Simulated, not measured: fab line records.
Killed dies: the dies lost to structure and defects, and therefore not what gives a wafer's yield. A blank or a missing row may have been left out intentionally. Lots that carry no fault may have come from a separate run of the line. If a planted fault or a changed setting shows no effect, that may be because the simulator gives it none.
A struck lot beside a sound one || flow berkeley_cmos170 || 20 steps out of a route of 331
Sound: these wafers, L197.1, L197.2, L197.4. The struck wafers were L206.1, L206.2, L206.4. At the end, the cause is stated.
At each step with rows: each side's tool, then ch and its chambers, then its first start. Under that, the readings that differ: sound wafers || struck wafers || difference of the means || sigmas: that difference in standard deviations of wafers without a fault.
alike: readings whose means differ by less than 2 such deviations, and words and numbers that are the same on both sides. not compared: withheld readings, readings that some wafer has no value for, bounds like >300 that may hide the same value, and numbers for which the record gives no deviation and whose values overlap.
Wherever a step has rows on one side only, a row that says differs or no value, or a row with sigmas, the two part there. When numbers do not overlap yet have no deviation, they are printed without sigmas and do not part them. A reading missing from all wafers of one side parts the sides only when that side holds two or more wafers.

UCB170_PLDD_CD_MEAS_06: the cd target is 1200 nm.
  sound: cd_sem-02 at day 7 00:50; struck: cd_sem-01 at day 9 09:51
  alike: cd_nm
UCB170_PLDD_OVL_MEAS_07:
  sound: overlay-01 at day 7 00:57; struck: overlay-01 at day 9 09:58
  alike: PLDD_OVL
then, 2 steps without rows for these wafers: UCB170_PLDD_IMPLANT_08; UCB170_PLDD_IMPLANT_09.
UCB170_PLDD_STRIP_10: strips in O2.
  sound on plasma_asher-04 ch 0,1, day 7 01:17; struck on plasma_asher-01 ch 0,1, day 9 10:19
  alike: drypump_motor_current_A, oes_product_au, strip_time_to_endpoint_s
  not compared: rf_hours_counter_h
UCB170_PLDD_TW_MEAS_11:
  sound: film_metro-03 at day 7 01:23; struck: film_metro-01 at day 9 10:25
  alike: PLDD_TW
then, 6 steps without rows for these wafers: UCB170_PLDD_CLEAN_12 (cleans in SPM, time 600 s); UCB170_NLDD_HMDS_00 (prime time 60 s); UCB170_NLDD_COAT_01 (resist thk 900 nm); UCB170_NLDD_SOFTBAKE_02 (time 60 s); UCB170_NLDD_EXPOSE_03 (exposes mask NSELECT, target cd 1200 nm); UCB170_NLDD_PEB_04.
UCB170_NLDD_DEVELOP_05: develop time 45 s.
  sound on litho_track-02 ch 0, day 7 02:00; struck on litho_track-02 ch 0, day 9 11:00
UCB170_NLDD_OVL_MEAS_07:
  sound: overlay-01 at day 7 02:52; struck: overlay-02 at day 9 12:05
  alike: NLDD_OVL
then, 2 steps without rows for these wafers: UCB170_NLDD_IMPLANT_08; UCB170_NLDD_IMPLANT_09.
UCB170_NLDD_STRIP_10: strips in O2.
  sound on plasma_asher-01 ch 0,1, day 7 03:12; struck on plasma_asher-01 ch 0,1, day 9 12:25
{"reading": "strip_time_to_endpoint_s (s)", "sound": "21.53 21.54 21.58", "struck": "21.73 21.70 21.75", "difference": "+0.18", "sigmas": "+3"}
  alike: drypump_motor_current_A, oes_product_au
  not compared: rf_hours_counter_h
UCB170_NLDD_TW_MEAS_11:
  sound: film_metro-02 at day 7 03:26; struck: film_metro-03 at day 9 12:31
{"reading": "NLDD_TW", "sound": "2216 2221 2217", "struck": "30 30 30", "difference": -2188, "sigmas": "-99 or more"}
then, 1 step without rows for these wafers: UCB170_NLDD_CLEAN_12 (cleans in SPM, time 600 s).
UCB170_M3_PROBE_99:
  the record has rows for the sound wafers here (prober-01, day 8 11:14) and none for the struck ones

## WHERE THEY PART
First at UCB170_NLDD_STRIP_10; last, within this record, at UCB170_M3_PROBE_99.

WHY: the cause the simulator had injected
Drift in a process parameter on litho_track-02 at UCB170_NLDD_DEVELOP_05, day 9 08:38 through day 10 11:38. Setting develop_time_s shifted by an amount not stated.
